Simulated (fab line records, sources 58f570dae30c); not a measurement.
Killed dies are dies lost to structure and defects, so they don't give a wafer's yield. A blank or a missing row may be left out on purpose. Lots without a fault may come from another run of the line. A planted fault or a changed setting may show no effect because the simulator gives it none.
fab line records | flow berkeley_cmos170
record lots=5 wafers=27
route steps=331 shown PWELL@36 SPACER@174 V1@254 M3@310
start_h: hours from the record's first day to the start of the lot's first wafer shown | wait_h: hours since the lot's step before | " the same as in the row above | L1.1+2: a row that stands for several wafers | - no value, or no start given | * or withheld: withheld | < > ~ a bound
route shown NAME@n: a module of which the file shows steps, and the number in the route of the first | usual: mean/standard deviation of fault-free wafers | same: alike in all rows | chamber/n: place in a boat | sites: the reading at each site | _std_site: their standard deviation | _edge_site: outer sites' mean less inner sites' | radius_mm: how far each site lies from the wafer's centre | mask NAME#n: copy n | behind: the tool/chamber that last shaped the wafer | hold: why the lot was held/for how many hours/how that ended | device: the transistor (n, p or np) that didn't switch | end of line: the same wafers' tests at the end of the route | a step without rows: its recipe alone | killed: dies lost to structure and defects at the first sort, not the wafer's yield | map: a wafer's dies, x killed, . not, _ none there
set.NAME: the setting as run; set.NAME@STEP: as run at that earlier step | model.NAME: the simulator's own value behind a step, which no gauge read
lots whose settings were changed on purpose; a table a step, a row a wafer
## steps
# step UCB170_PWELL_OXIDATION_02
# recipe temp_c=1000 ambient=O2 target_thk_a=264 ox_time_s=1260
# columns lot.wafer tool chamber start_h wait_h set.ox_time_s model.SiO2_of_PWELL_OXIDATION_02.thk_nm
L074.1 - - - 2.3 581.5 18
L074.2 " - " " 581.5 18.3
L074.3 " - " " 581.5 18.1
L074.4+5 " - " " 581.5 18.07
L074.6 " - " " 581.5 18.12
L077.1 - - - 3.2 560.7 15.95
L077.2 " - " " 560.7 16.19
L077.3 " - " " 560.7 16.68
L077.4 " - " " 560.7 16.44
L077.5 " - " " 560.7 16.18
L077.6 " - " " 560.7 16.37
L078.3 furnace-01 0 58.22 2.5 1260 25.83
L078.4 " 0 " " 1260 25.95
L078.5 " 0 " " 1260 26.03
L081.1 - - - 1.8 2005 34.48
L081.2 " - " " 2005 34.32
L081.3 " - " " 2005 34.64
L081.4 " - " " 2005 34.14
L081.5 " - " " 2005 34.33
L081.6 " - " " 2005 34.43
L083.1 - - - 1.4 1050 23.61
L083.2 " - " " 1050 23.63
L083.3 " - " " 1050 23.98
L083.4 " - " " 1050 23.97
L083.5 " - " " 1050 23.28
L083.6 " - " " 1050 23.39
# step UCB170_PWELL_THK_MEAS_03
# recipe reads=SiO2_of_PWELL_OXIDATION_02
# usual PWELL_OXIDE_THK=26.4/0.47
# columns lot.wafer tool chamber start_h wait_h set.ox_time_s@PWELL_OXIDATION_02 PWELL_OXIDE_THK[nm]
L074.1 film_metro-04 - - - 581.5 18.0
L074.2 " - " " 581.5 18.3
L074.3 " - " " 581.5 18.1
L074.4 " - " " 581.5 18.1
L074.5 " - " " 581.5 18.1
L074.6 " - " " 581.5 18.1
L077.1 film_metro-01 - - - 560.7 16.0
L077.2 " - " " 560.7 16.2
L077.3 " - " " 560.7 16.7
L077.4 " - " " 560.7 16.4
L077.5 " - " " 560.7 16.2
L077.6 " - " " 560.7 16.4
L078.3 film_metro-02 - 59.59 0.0 1260 25.8
L078.4 " - " " 1260 26.0
L078.5 " - " " 1260 26.0
L081.1 film_metro-01 - - - 2005 34.5
L081.2 " - " " 2005 34.3
L081.3 " - " " 2005 34.7
L081.4 " - " " 2005 34.1
L081.5 " - " " 2005 34.4
L081.6 " - " " 2005 34.4
L083.1 film_metro-02 - - - 1050 23.6
L083.2 " - " " 1050 23.6
L083.3 " - " " 1050 24.0
L083.4 " - " " 1050 23.9
L083.5 " - " " 1050 23.3
L083.6 " - " " 1050 23.4
# step UCB170_SPACER_ETCHBACK_03
# recipe stop_on=Si target=SiO2 chemistry=CHF3/CF4/Ar CHF3_flow_sccm=50 cf4_flow_sccm=10 Ar_flow_sccm=120 pressure_mtorr=200 rf_w=500 target_depth_a=3760 time_s=100
# usual oes_product_au=0.890/0.022
# columns lot.wafer tool chamber start_h wait_h set.target_depth_a oes_product_au
L074.1 rie_diel-04 0 135.39 0.0 4431 0.803
L074.2 " 1 " " 3760 0.883
L074.3 " 3 " " 3760 0.900
L074.4 " 2 " " 4431 0.781
L074.5 " 3 " " 4431 0.807
L074.6 " 0 " " 3760 0.915
L077.1 rie_diel-04 0 152.34 0.0 4984 0.760
L077.2 " 1 " " 4984 0.753
L077.3 " 3 " " 4984 0.763
L077.4 " 2 " " 3760 0.880
L077.5 " 0 " " 3760 0.907
L077.6 " 1 " " 3760 0.920
L078.3 rie_diel-03 1 152.34 0.0 3760 0.861
L078.4 " 0 " " 3760 0.918
L078.5 " 0 " " 3760 0.931
L081.1 rie_diel-01 3 166.30 0.0 5423 0.685
L081.2 " 1 " " 3760 0.890
L081.3 " 0 " " 3760 0.919
L081.4 " 2 " " 3760 0.866
L081.5 " 0 " " 5423 0.724
L081.6 " 1 " " 5423 0.728
L083.1 rie_diel-01 2 184.47 0.0 3760 0.864
L083.2 " 3 " " 3760 0.845
L083.3 " 0 " " 1628 0.998
L083.4 " 1 " " 1628 1.010
L083.5 " 1 " " 3760 0.916
L083.6 " 0 " " 1628 1.001
# step UCB170_V1_CVD_00
# recipe material=SiO2 target_thk_nm=2000 temp_c=390 precursor=TEOS/O2 time_s=250 rf_w=550 pressure_mtorr=9000
# columns lot.wafer tool chamber start_h wait_h set.time_s model.SiO2_of_V1_CVD_00.thk_nm
L074.1 pecvd-02 2 152.19 0.0 147.4 1159
L074.2 " 0 " " 147.4 1193
L074.3 " 1 " " 250 2006
L074.4 " 0 " " 250 2050
L074.5 " 1 " " 147.4 1199
L074.6 " 2 " " 250 1996
L077.1 pecvd-01 1 175.08 0.0 359.6 2838
L077.2 " 0 " " 250 1981
L077.3 " 2 " " 359.6 2859
L077.4 " 1 " " 250 1994
L077.5 " 2 " " 359.6 2892
L077.6 " 0 " " 250 1999
L078.3 pecvd-03 2 175.08 0.0 250 2008
L078.4 " 1 " " 250 2009
L078.5 " 0 " " 250 2054
L081.1 pecvd-02 2 183.85 0.0 250 1970
L081.2 " 0 " " 250 1997
L081.3 " 1 " " 115.4 926.7
L081.4 " 0 " " 250 2048
L081.5 " 1 " " 115.4 954.9
L081.6 " 2 " " 115.4 922
L083.1 pecvd-02 2 204.65 0.0 250 1963
L083.2 " 1 " " 184.7 1421
L083.3+5 " 0 " " 250 1999
L083.4 " 1 " " 184.7 1454
L083.6 " 2 " " 184.7 1446
# step UCB170_V1_THK_MEAS_01
# recipe reads=SiO2_of_V1_CVD_00
# usual V1_TEOS_THK=1998/28
# columns lot.wafer tool chamber start_h wait_h set.time_s@V1_CVD_00 V1_TEOS_THK[nm]
L074.1 film_metro-03 - 152.35 0.1 147.4 1159
L074.2 " - " " 147.4 1192
L074.3 " - " " 250 2006
L074.4 " - " " 250 2053
L074.5 " - " " 147.4 1198
L074.6 " - " " 250 1995
L077.1 film_metro-02 - 175.24 0.1 359.6 2839
L077.2 " - " " 250 1981
L077.3 " - " " 359.6 2859
L077.4 " - " " 250 1991
L077.5 " - " " 359.6 2893
L077.6 " - " " 250 2000
L078.3 film_metro-03 - 175.26 0.1 250 2009
L078.4 " - " " 250 2011
L078.5 " - " " 250 2052
L081.1 film_metro-02 - 184.06 0.1 250 1970
L081.2 " - " " 250 1999
L081.3 " - " " 115.4 927
L081.4 " - " " 250 2049
L081.5 " - " " 115.4 956
L081.6 " - " " 115.4 923
L083.1 film_metro-02 - 204.80 0.1 250 1964
L083.2 " - " " 184.7 1422
L083.3 " - " " 250 1999
L083.4 " - " " 184.7 1455
L083.5 " - " " 250 1999
L083.6 " - " " 184.7 1447
# step UCB170_M3_SPUTTER_01
# recipe material=Al target_thk_nm=900 time_s=120 power_w=6000 chamber_pressure_pa=0.5
# columns lot.wafer tool chamber start_h wait_h set.time_s model.Al_of_M3_SPUTTER_01.thk_nm
L074.1 pvd_sputter-01 - 163.03 0.0 146.1 1089
L074.2 " - " " 146.1 1094
L074.3 " - " " 146.1 1096
L074.4 " - " " 120 906.5
L074.5 " - " " 120 893.2
L074.6 " - " " 120 899.8
L078.3 pvd_sputter-01 - 185.11 0.0 120 904.3
L078.4 " - " " 120 912.7
L078.5 " - " " 120 910.4
L077.1 pvd_sputter-02 - 186.61 0.0 120 895.2
L077.2 " - " " 140.6 1070
L077.3 " - " " 140.6 1053
L077.4 " - " " 120 879.1
L077.5 " - " " 120 897.3
L077.6 " - " " 140.6 1055
L081.1 pvd_sputter-03 - 197.52 0.0 120 892.7
L081.2 " - " " 120 908.8
L081.3 " - " " 159.8 1197
L081.4 " - " " 159.8 1198
L081.5 " - " " 120 910.5
L081.6 " - " " 159.8 1203
L083.1 pvd_sputter-02 - 215.27 0.0 120 897.7
L083.2 " - " " 120 901.8
L083.3 " - " " 151.5 1133
L083.4 " - " " 120 882.5
L083.5 " - " " 151.5 1142
L083.6 " - " " 151.5 1136
# step UCB170_M3_RS_MEAS_02
# recipe thk_meas_gauge=four-point-probe reads=Al_of_M3_SPUTTER_01
# usual M3_AL_RS=0.0322/0.00041
# columns lot.wafer tool chamber start_h wait_h set.time_s@M3_SPUTTER_01 M3_AL_RS[ohm/sq]
L074.1 film_metro-03 - 163.11 0.0 146.1 0.0266
L074.2 " - " " 146.1 0.0264
L074.3 " - " " 146.1 0.0264
L074.4 " - " " 120 0.0319
L074.5 " - " " 120 0.0324
L074.6 " - " " 120 0.0322
L078.3 film_metro-03 - 185.23 0.1 120 0.0320
L078.4 " - " " 120 0.0317
L078.5 " - " " 120 0.0318
L077.1 film_metro-02 - 186.69 0.0 120 0.0323
L077.2 " - " " 140.6 0.0270
L077.3 " - " " 140.6 0.0274
L077.4 " - " " 120 0.0329
L077.5 " - " " 120 0.0322
L077.6 " - " " 140.6 0.0274
L081.1 film_metro-04 - 197.61 0.0 120 0.0323
L081.2 " - " " 120 0.0318
L081.3 " - " " 159.8 0.0241
L081.4 " - " " 159.8 0.0240
L081.5 " - " " 120 0.0317
L081.6 " - " " 159.8 0.0239
L083.1 film_metro-03 - 215.35 0.0 120 0.0322
L083.2 " - " " 120 0.0322
L083.3 " - " " 151.5 0.0255
L083.4 " - " " 120 0.0329
L083.5 " - " " 151.5 0.0253
L083.6 " - " " 151.5 0.0254
# step UCB170_M3_THK_MEAS_03
# recipe thk_meas_gauge=xrf reads=Al_of_M3_SPUTTER_01
# usual M3_AL_THK=893/13
# columns lot.wafer tool chamber start_h wait_h set.time_s@M3_SPUTTER_01 M3_AL_THK[nm]
L074.1 film_metro-03 - 163.23 0.1 146.1 1077
L074.2 " - " " 146.1 1089
L074.3 " - " " 146.1 1086
L074.4 " - " " 120 891
L074.5 " - " " 120 886
L074.6 " - " " 120 894
L078.3 film_metro-03 - 185.33 0.1 120 894
L078.4 " - " " 120 903
L078.5 " - " " 120 901
L077.1 film_metro-02 - 186.81 0.1 120 892
L077.2 " - " " 140.6 1060
L077.3 " - " " 140.6 1050
L077.4 " - " " 120 876
L077.5 " - " " 120 895
L077.6 " - " " 140.6 1052
L081.1 film_metro-04 - 197.73 0.1 120 883
L081.2 " - " " 120 898
L081.3 " - " " 159.8 1184
L081.4 " - " " 159.8 1194
L081.5 " - " " 120 908
L081.6 " - " " 159.8 1199
L083.1 film_metro-03 - 215.47 0.1 120 891
L083.2 " - " " 120 891
L083.3 " - " " 151.5 1121
L083.4 " - " " 120 871
L083.5 " - " " 151.5 1127
L083.6 " - " " 151.5 1124
# step UCB170_M3_DEVELOP_14
# recipe developer=TMAH develop_time_s=45 resist=KrF dev_temp_c=21
# columns lot.wafer tool chamber start_h wait_h set.develop_time_s
L074.1+3+6 litho_track-04 0 - - 45
L074.2+4+5 " 0 " " 65.45
L078.3+4+5 litho_track-02 0 - - 45
L077.1+2+4 litho_track-04 0 - - 45
L077.3+5+6 " 0 " " 57.51
L081.1+2+6 litho_track-02 0 - - 66.87
L081.3+4+5 " 0 " " 45
L083.1+2+3+4+5+6 litho_track-02 0 - - 45
# step UCB170_M3_ETCH_17
# recipe chemistry=N2/H2 target_depth_a=withheld overetch_a=withheld target=BARC time_s=withheld source_w=500 bias_w=100 pressure_mtorr=30 n2_flow_sccm=100 h2_flow_sccm=200
# step UCB170_M3_METAL_ETCH_18
# recipe chemistry=Cl2/BCl3 target=Al stop_on=SiO2 pressure_mtorr=12 target_depth_a=11700 over_etch_frac=0.3113 time_s=195 icp_w=600 bias_w=120 Cl2_flow_sccm=90 bcl3_flow_sccm=45
# usual oes_product_au=0.858/0.012
# columns lot.wafer tool chamber start_h wait_h set.time_s@M3_SPUTTER_01 oes_product_au
L074.1 rie_metal-04 0 165.07 - 146.1 0.963
L074.2 " 1 " " 146.1 0.967
L074.3 " 0 " " 146.1 0.971
L074.4 " 1 " " 120 0.866
L074.5 " 1 " " 120 0.864
L074.6 " 0 " " 120 0.855
L078.3 rie_metal-02 0 187.33 - 120 0.849
L078.4 " 1 " " 120 0.879
L078.5 " 1 " " 120 0.879
L077.1 rie_metal-04 0 189.74 - 120 0.863
L077.2 " 1 " " 140.6 0.960
L077.3 " 1 " " 140.6 0.947
L077.4 " 0 " " 120 0.854
L077.5 " 0 " " 120 0.857
L077.6 " 1 " " 140.6 0.952
L081.1 rie_metal-01 0 201.20 - 120 0.846
L081.2 " 1 " " 120 0.874
L081.3 " 1 " " 159.8 1.013
L081.4 " 0 " " 159.8 0.985
L081.5 " 0 " " 120 0.844
L081.6 " 1 " " 159.8 1.019
L083.1 rie_metal-01 0 218.81 - 120 0.849
L083.2 " 1 " " 120 0.853
L083.3 " 1 " " 151.5 0.980
L083.4 " 0 " " 120 0.833
L083.5 " 1 " " 151.5 0.981
L083.6 " 0 " " 151.5 0.965
# step UCB170_M3_STRIP_19
# recipe chemistry=O2 power_w=400 pressure_mtorr=3500 platen_temp_c=withheld o2_flow_sccm=400 overash_fraction=0.5
# step UCB170_M3_PROBE_99
# columns lot.wafer tool chamber start_h wait_h set.target_depth_a@SPACER_ETCHBACK_03 model.etest.pmos_0p6.r_on_ohm_um model.etest.pldd.line_ohm_um model.etest.pldd.rs_ohm_sq model.etest.nmos_0p35.r_on_ohm_um model.etest.nmos_0p6.r_on_ohm_um model.etest.pplus_sal.width_nm
L074.1 prober-01 - 165.60 0.1 4431 6319 228.4 136.1 1032 1874 828.1
L074.2 prober-01 - 165.65 0.1 3760 8669 1902 1106 1484 2334 701.5
L074.3 prober-01 - 165.70 0.2 3760 8445 1860 1123 1464 2300 695.3
L074.4 prober-01 - 165.75 0.2 4431 6569 365.4 221.8 1310 2153 803.7
L074.5 prober-01 - 165.80 0.2 4431 6266 267 162.8 1129 1958 821.8
L074.6 prober-01 - 165.85 0.2 3760 8591 1927 1148 1493 2318 691.4
L078.3 prober-02 - 187.90 0.2 3760 8351 1859 1119 1446 2265 703.5
L078.4 prober-02 - 187.95 0.2 3760 8610 1800 1103 1477 2292 729.7
L078.5 prober-02 - 188.00 0.2 3760 8616 1847 1134 1487 2321 700.1
L077.1 prober-01 - 190.31 0.1 4984 5694 122.2 72.02 745.3 1566 872
L077.2 prober-01 - 190.36 0.1 4984 5659 131.4 78.08 744.1 1566 873.5
L077.3 prober-01 - 190.41 0.2 4984 5740 130.3 79.39 753.9 1600 873.5
L077.4 prober-01 - 190.46 0.2 3760 8473 1903 1134 1484 2310 673.4
L077.5 prober-01 - 190.51 0.2 3760 8327 1830 1078 1464 2258 697.9
L077.6 prober-01 - 190.56 0.2 3760 8462 1874 1123 1490 2314 683.5
L081.1 prober-01 - 201.78 0.1 5423 - 6.437 3.552 - - 873.2
L081.2 prober-01 - 201.83 0.1 3760 8584 1989 1104 1486 2314 693.9
L081.3 prober-01 - 201.88 0.2 3760 8418 1951 1130 1467 2304 669.2
L081.4 prober-01 - 201.93 0.2 3760 8692 1909 1128 1504 2354 669.6
L081.5 prober-01 - 201.98 0.2 5423 - 6.763 3.649 - - 867.1
L081.6 prober-01 - 202.03 0.2 5423 - 6.582 3.594 - - 869.2
L083.1 prober-02 - 219.33 0.1 3760 8471 1868 1108 1447 2283 661.2
L083.2 prober-02 - 219.38 0.1 3760 8611 2003 1147 1466 2316 688.2
L083.3+4+6 prober-02 - 219.43 0.2 1628 - - - - - -
L083.5 prober-02 - 219.53 0.2 3760 8630 1972 1144 1484 2319 676.6
# killed by level:class
L078.3 SCREENOX:geometric_particle:short=1 GATE:geometric_particle:open=1 CONTACT:geometric_particle:short=1
L078.4 ACTIVE:geometric_particle:short=1 CONTACT:geometric_particle:short=1 M1:geometric_particle:short=1
L078.5 SPACER:geometric_particle:short=1
## key
split step=UCB170_PWELL_OXIDATION_02 setting=ox_time_s stated=1260 by=lot
response step=UCB170_PWELL_OXIDATION_02 reading=model.SiO2_of_PWELL_OXIDATION_02.thk_nm change=+0.151 per=1% r=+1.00
response step=UCB170_PWELL_THK_MEAS_03 reading=PWELL_OXIDE_THK change=+0.151 per=1% r=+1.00
split step=UCB170_SPACER_ETCHBACK_03 setting=target_depth_a stated=3760 by=wafer
response step=UCB170_SPACER_ETCHBACK_03 reading=oes_product_au change=-0.00331 per=1% r=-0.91
response step=UCB170_M3_PROBE_99 reading=model.etest.pmos_0p6.r_on_ohm_um change=-92.6 per=1% r=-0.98
response step=UCB170_M3_PROBE_99 reading=model.etest.pldd.line_ohm_um shape=bent at_lowest=1900 at_stated=1900 at_highest=6.594
response step=UCB170_M3_PROBE_99 reading=model.etest.pldd.rs_ohm_sq shape=bent at_lowest=1122 at_stated=1122 at_highest=3.598
response step=UCB170_M3_PROBE_99 reading=model.etest.nmos_0p35.r_on_ohm_um change=-21.5 per=1% r=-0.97
response step=UCB170_M3_PROBE_99 reading=model.etest.nmos_0p6.r_on_ohm_um change=-21.1 per=1% r=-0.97
response step=UCB170_M3_PROBE_99 reading=model.etest.pplus_sal.width_nm change=+5.04 per=1% r=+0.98
split step=UCB170_V1_CVD_00 setting=time_s stated=250 by=wafer
response step=UCB170_V1_CVD_00 reading=model.SiO2_of_V1_CVD_00.thk_nm change=+20.1 per=1% r=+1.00
response step=UCB170_V1_THK_MEAS_01 reading=V1_TEOS_THK change=+20.1 per=1% r=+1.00
split step=UCB170_M3_SPUTTER_01 setting=time_s stated=120 by=wafer
response step=UCB170_M3_SPUTTER_01 reading=model.Al_of_M3_SPUTTER_01.thk_nm change=+9.11 per=1% r=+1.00
response step=UCB170_M3_RS_MEAS_02 reading=M3_AL_RS change=-0.000259 per=1% r=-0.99
response step=UCB170_M3_THK_MEAS_03 reading=M3_AL_THK change=+9.06 per=1% r=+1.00
response step=UCB170_M3_METAL_ETCH_18 reading=oes_product_au change=+0.00482 per=1% r=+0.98
split step=UCB170_M3_DEVELOP_14 setting=develop_time_s stated=45 by=wafer
response none clear
